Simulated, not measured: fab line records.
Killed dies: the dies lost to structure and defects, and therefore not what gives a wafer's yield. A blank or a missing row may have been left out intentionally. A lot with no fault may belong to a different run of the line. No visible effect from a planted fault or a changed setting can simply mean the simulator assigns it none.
A struck lot beside a sound one    flow ritCmos    44 steps out of a route of 202
Sound: wafers L688.1, L688.3, L688.6. The struck wafers were L700.1, L700.2, L700.4. The cause is given at the end.
At each step with rows: each side's tool, then ch and its chambers, then its first start. Under that, the readings that differ: sound wafers    struck wafers    difference of the means    sigmas: that difference in standard deviations of wafers without a fault.
alike: same words and numbers on both sides, and readings whose means sit less than 2 such deviations apart. not compared: any withheld reading, any reading some wafer has no value for, any bound like >300 that may hide the same value, and any number with overlapping values for which the record gives no deviation.
A row with sigmas, a row that says differs or no value, or rows on one side alone: a step with any of these is where the two part. When numbers do not overlap yet have no deviation, they are printed without sigmas and do not part them. Lack of a reading on every wafer of one side parts them only where that side has two or more wafers.

first, 3 steps without rows for these wafers: RIT_REOX_CLEAN_01 (cleans in dHF, time 30 s); RIT_REOX_CLEAN_02 (cleans in SC2, time 600 s); RIT_REOX_OXIDATION_03 (target thk 25.2 nm, ox time 5580 s).
RIT_REOX_THK_MEAS_04:
  sound: filmMetro-02 at day 3 22:28; struck: filmMetro-02 at day 6 10:52
  alike: REOX_OXIDE_THK
then, 6 steps without rows for these wafers: RIT_NLDD_HMDS_00 (prime time 60 s); RIT_NLDD_COAT_01 (resist thk 1000 nm); RIT_NLDD_SOFTBAKE_02 (time 60 s); RIT_NLDD_EXPOSE_03 (exposes mask M7, target cd 40700 nm); RIT_NLDD_PEB_04; RIT_NLDD_DEVELOP_05 (develop time 50 s).
RIT_NLDD_OVL_MEAS_06:
  sound: overlay-01 at day 3 23:37; struck: overlay-02 at day 6 11:54
  alike: NLDD_OVL
then, 1 step without rows for these wafers: RIT_NLDD_HARDBAKE_07 (time 60 s).
RIT_NLDD_IMPLANT_08:
  sound on implanter-01 ch 0, day 3 23:49; struck on implanter-02 ch 0, day 6 12:05
reading           sound                      struck                        difference  sigmas
doseIonsCm2       5.008e+14 5.002e+14 5e+14  3.66e+14 3.653e+14 3.655e+14  -1.35e+14   -99 or more
faradayCurrentUA  1539 1492 1546             1110 1164 1138                -388        -12
RIT_NLDD_STRIP_09: strips in O2, time 180 s.
  sound on plasmaAsher-04 ch 0, day 3 23:58; struck on plasmaAsher-04 ch 0,1, day 6 12:14
  alike: drypumpMotorCurrentA
  not compared: rfHoursCounterH
RIT_NLDD_TW_MEAS_10:
  sound: filmMetro-04 at day 4 00:08; struck: filmMetro-03 at day 6 12:25
reading  sound           struck          difference  sigmas
NLDD_TW  2486 2495 2490  2291 2310 2296  -191        -9
then, 6 steps without rows for these wafers: RIT_PLDD_HMDS_00 (prime time 60 s); RIT_PLDD_COAT_01 (resist thk 1000 nm); RIT_PLDD_SOFTBAKE_02 (time 60 s); RIT_PLDD_EXPOSE_03 (exposes mask M8, target cd 40900 nm); RIT_PLDD_PEB_04; RIT_PLDD_DEVELOP_05 (develop time 50 s).
RIT_PLDD_OVL_MEAS_06:
  sound: overlay-01 at day 4 01:10; struck: overlay-02 at day 6 13:19
  alike: PLDD_OVL
then, 2 steps without rows for these wafers: RIT_PLDD_HARDBAKE_07 (time 60 s); RIT_PLDD_IMPLANT_08.
RIT_PLDD_STRIP_09: strips in O2, time 180 s.
  sound on plasmaAsher-04 ch 0, day 4 01:30; struck on plasmaAsher-04 ch 0,1, day 6 13:40
  alike: drypumpMotorCurrentA
  not compared: rfHoursCounterH
RIT_PLDD_TW_MEAS_10:
  sound: filmMetro-03 at day 4 01:41; struck: filmMetro-04 at day 6 13:50
reading  sound           struck          difference  sigmas
PLDD_TW  2375 2366 2371  2311 2327 2330  -48         -2
then, 4 steps without rows for these wafers: RIT_SPACER_CLEAN_00 (cleans in SC1, time 600 s); RIT_SPACER_CLEAN_01 (cleans in dHF, time 30 s); RIT_SPACER_CLEAN_02 (cleans in SC2, time 600 s); RIT_SPACER_CVD_03 (deposits Si3N4 from SiH2Cl2/NH3, target thk 250 nm, time 3300 s).
RIT_SPACER_THK_MEAS_04:
  sound: filmMetro-04 at day 4 04:03; struck: filmMetro-01 at day 6 16:11
  alike: SPACER_NITRIDE_THK
RIT_SPACER_ETCHBACK_05: etches Si3N4 in SF6/CHF3, stops on SiO2, target depth 250 nm, time 240 s.
  sound on rieDiel-01 ch 2,3, day 4 04:07; struck on rieDiel-02 ch 0,2, day 6 16:14
  alike: drypumpMotorCurrentA, oesProductAu, throttleValvePct
  not compared: rfHoursCounterH
then, 6 steps without rows for these wafers: RIT_NSD_HMDS_00 (prime time 60 s); RIT_NSD_COAT_01 (resist thk 1000 nm); RIT_NSD_SOFTBAKE_02 (time 60 s); RIT_NSD_EXPOSE_03 (exposes mask M9, target cd 40700 nm); RIT_NSD_PEB_04; RIT_NSD_DEVELOP_05 (develop time 50 s).
RIT_NSD_OVL_MEAS_06:
  sound: overlay-01 at day 4 05:07; struck: overlay-01 at day 6 17:22
reading       sound        struck         difference  sigmas
NSD_OVL (nm)  3.3 2.9 2.2  1.0 -0.8 -1.5  -3.2        -2
then, 2 steps without rows for these wafers: RIT_NSD_HARDBAKE_07 (time 60 s); RIT_NSD_IMPLANT_08.
RIT_NSD_STRIP_09: strips in O2, time 180 s.
  sound on plasmaAsher-02 ch 0,1, day 4 05:27; struck on plasmaAsher-02 ch 0,1, day 6 17:42
  alike: drypumpMotorCurrentA
  not compared: rfHoursCounterH
RIT_SDANNEAL_RS_MEAS_07: measurement is done with a four-point probe.
  sound: filmMetro-04 at day 4 08:02; struck: filmMetro-03 at day 6 20:19
reading           sound              struck             difference  sigmas
NLDD_RS (ohm/sq)  151.0 151.3 151.6  194.6 195.0 194.1  +43.3       +92
RIT_M1_PROBE_99:
  sound: prober-01 at day 4 14:59; struck: prober-01 at day 7 04:37
reading                           sound              struck             difference  sigmas
model.etest.nmos_0p15.rOnOhmUm    1193 1216 1178     1277 1255 1254     +66         
model.etest.nmos_0p3.rOnOhmUm     2223 2283 2223     2324 2299 2320     +71         
model.etest.nldd.rsOhmSq          414.4 414.6 410.1  482.6 488.9 489    +73.8       
model.etest.nmosTurned.driveUaUm  297.4 289.2 291.4  241.2 237.1 239.5  -53.4       
model.etest.nmos_0p15.driveUaUm   456.1 441.2 448.2  416.2 417.8 421.4  -30.0       
model.etest.nldd.lineOhmUm        131.8 132 130.6    152.4 153.6 156.2  +22.6       
model.etest.nmos_0p3.driveUaUm    222.6 216.6 220.3  210.8 213.1 214.8  -6.9        
  alike: killedAtFrontEnd, killedDies, killedOpen, killedShort
  not compared: model.etest.nmosNarrow.driveUaUm

== WHERE THEY PART ==
At RIT_NLDD_IMPLANT_08 first; at RIT_SDANNEAL_RS_MEAS_07 last (within this record only). Later steps at which nothing parts them and some readings are alike: RIT_M1_PROBE_99.

WHY: what had been put in by the simulator
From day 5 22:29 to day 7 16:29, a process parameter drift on implanter-02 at RIT_NLDD_IMPLANT_08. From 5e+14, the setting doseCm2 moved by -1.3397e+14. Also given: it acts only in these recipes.
